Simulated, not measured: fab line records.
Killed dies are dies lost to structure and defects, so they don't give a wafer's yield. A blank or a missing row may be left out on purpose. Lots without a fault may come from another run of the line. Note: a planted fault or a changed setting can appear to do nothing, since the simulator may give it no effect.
The tool behind it: which one? :: flow rit_cmos :: 7 lots with 21 wafers sampled at 3 steps, on a route of 202 steps

== WHAT THE GAUGES SHOWED, per wafer ==
RIT_M1_CD_MEAS_09: target cd 2600 nm.
lot: L617
measured: day 3 14:43
on: cd_sem-02
cd_nm (nm): 2599.0 2596.5 2598.8

lot: L620
measured: day 4 04:13
on: cd_sem-01
cd_nm (nm): 2599.3 2599.4 2598.6

lot: L622
measured: day 4 19:54
on: cd_sem-02
cd_nm (nm): 2596.6 2598.1 2598.4

lot: L625
measured: day 5 08:11
on: cd_sem-01
cd_nm (nm): 2599.3 2600.0 2600.2

lot: L629
measured: day 6 06:14
on: cd_sem-02
cd_nm (nm): - - -

lot: L631
measured: day 6 11:47
on: cd_sem-01
cd_nm (nm): 2602.3 2603.7 2605.7

lot: L638
measured: day 8 06:20
on: cd_sem-02
cd_nm (nm): 2600.8 2600.7 2600.9

== EACH LOT AND THE TOOL THAT RAN IT (in order: tool; ch and the chambers of the sampled wafers; start) ==
lot: L617
RIT_SILICIDE_RTA_04: rtp_anneal-02 ch 0, day 3 10:33
RIT_M1_COAT_04: litho_track-02 ch 0, day 3 13:49

lot: L620
RIT_SILICIDE_RTA_04: rtp_anneal-01 ch 0, day 4 00:11
RIT_M1_COAT_04: litho_track-02 ch 0, day 4 03:25

lot: L622
RIT_SILICIDE_RTA_04: rtp_anneal-01 ch 0, day 4 15:56
RIT_M1_COAT_04: litho_track-04 ch 0, day 4 19:10

lot: L625
RIT_SILICIDE_RTA_04: rtp_anneal-02 ch 0, day 5 04:11
RIT_M1_COAT_04: litho_track-04 ch 0, day 5 07:20

lot: L629
RIT_SILICIDE_RTA_04: rtp_anneal-02 ch 0, day 6 02:28
RIT_M1_COAT_04: litho_track-02, day 6 05:31

lot: L631
RIT_SILICIDE_RTA_04: rtp_anneal-02 ch 0, day 6 07:53
RIT_M1_COAT_04: litho_track-02 ch 0, day 6 11:04

lot: L638
RIT_SILICIDE_RTA_04: rtp_anneal-02 ch 0, day 8 02:13
RIT_M1_COAT_04: litho_track-01 ch 0, day 8 05:17
- RIT_SILICIDE_RTA_04: time 10 s, ramp up 5 s, ramp down 5 s.
- RIT_M1_COAT_04: resist thk 1300 nm.

== THE ANSWER, worked out from the rows above alone ==
Rule: usual is defined by the lots themselves. Put in order of their means at a reading, lots are off if they are a third of the lots or fewer, leave a main group of 4 or more, and stand apart from it by a gap of 3 or more times the standard deviation of the main group's means; of several such gaps the widest counts. A main group whose means are all the same, to the digits that the tables above print for the reading, isn't used. A lot without any number at a reading at which 4 lots or more have one is off too. Where the step has rows for the other lots, those lots are counted as sound.
Off, at RIT_M1_CD_MEAS_09 on cd_nm: L629. Without a number there: L629. The main group has a mean of 2599.9 nm with a standard deviation of 2.1.
If a tool, at a process step before that reading, ran all the lots that are off and no sound lot after the first of them, it fits. Gauges at RIT_M1_CD_MEAS_09: tried the same way as those tools. No candidate that was tried fits.

== WHAT THE SIMULATOR HAD INSERTED ==
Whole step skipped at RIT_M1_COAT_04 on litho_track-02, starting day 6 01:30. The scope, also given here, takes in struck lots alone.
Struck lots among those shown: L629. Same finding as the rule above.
